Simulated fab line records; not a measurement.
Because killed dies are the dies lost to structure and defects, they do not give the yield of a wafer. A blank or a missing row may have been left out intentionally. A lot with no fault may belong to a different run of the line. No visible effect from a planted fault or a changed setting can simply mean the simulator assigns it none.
Chamber matching + flow rit_cmos + RIT_CONTACT_ETCH_11 on rie_diel-01 has 4 sister chambers
The step etches SiO2 in CHF3/CF4/Ar, stops on TiSi2, target depth 480 nm, time 320 s. 14 wafers are shown with their chamber, then 7 later ones without.

== WAFERS PAIRED WITH THEIR CHAMBERS ==
| wafer  | chamber | throttle_valve_pct (%) | oes_product_au (a.u.) |
|--------|---------|------------------------|-----------------------|
| L356.2 | 3       | 8.96                   | 1.001                 |
| L356.3 | 1       | 8.69                   | 0.996                 |
| L356.6 | 1       | 8.69                   | 0.988                 |
| L357.1 | 3       | 8.96                   | 0.997                 |
| L357.2 | 2       | 9.05                   | 0.961                 |
| L357.6 | 0       | 8.68                   | 0.983                 |
| L358.1 | 3       | 8.96                   | 0.996                 |
| L358.4 | 1       | 8.70                   | 0.990                 |
| L358.6 | 1       | 8.71                   | 0.989                 |
| L360.1 | 3       | 8.96                   | 0.996                 |
| L360.2 | 0       | 8.70                   | 0.970                 |
| L360.6 | 2       | 9.06                   | 0.966                 |
| L363.3 | 1       | 8.69                   | 0.984                 |
| L363.4 | 3       | 8.97                   | 0.996                 |

SIGNATURES (averages over the wafers above)
| reading            | chamber 0 | chamber 1 | chamber 2 | chamber 3 | scatter within a chamber |
|--------------------|-----------|-----------|-----------|-----------|--------------------------|
| throttle_valve_pct | 8.6900    | 8.6960    | 9.0550    | 8.9620    | 0.00806                  |
| oes_product_au     | 0.97650   | 0.98940   | 0.96350   | 0.99720   | 0.00437                  |
Rule: a wafer's distance from a chamber is the root of the sum, over the readings, of the square of ((its reading less the chamber's mean) divided by the reading's scatter). If the next closest chamber is less than 2 further off than the closest, the wafer can't be placed; otherwise it belongs to the closest. How the scatter is found: for the shown wafers, subtract from each reading the mean of its chamber, square and add these, divide the total by (wafers less chambers), then take the root.

== WAFERS WITHOUT THEIR CHAMBER ==
| wafer  | throttle_valve_pct (%) | oes_product_au (a.u.) |
|--------|------------------------|-----------------------|
| L363.6 | 8.96                   | 0.992                 |
| L367.2 | 8.93                   | 0.992                 |
| L367.3 | 8.69                   | 0.977                 |
| L367.4 | 8.71                   | 0.994                 |
| L376.1 | 9.04                   | 0.956                 |
| L376.2 | 8.94                   | 0.983                 |
| L376.6 | 9.07                   | 0.953                 |

== EACH ONE'S CHAMBER ==
| wafer  | from the rows above | in truth |
|--------|---------------------|----------|
| L363.6 | 3                   | 3        |
| L367.2 | 3                   | 3        |
| L367.3 | 0                   | 0        |
| L367.4 | 1                   | 1        |
| L376.1 | 2                   | 2        |
| L376.2 | 3                   | 3        |
| L376.6 | 2                   | 2        |
Correctly placed: 7 of 7. From these rows, 0 cannot be placed. Placed wrongly: 0.
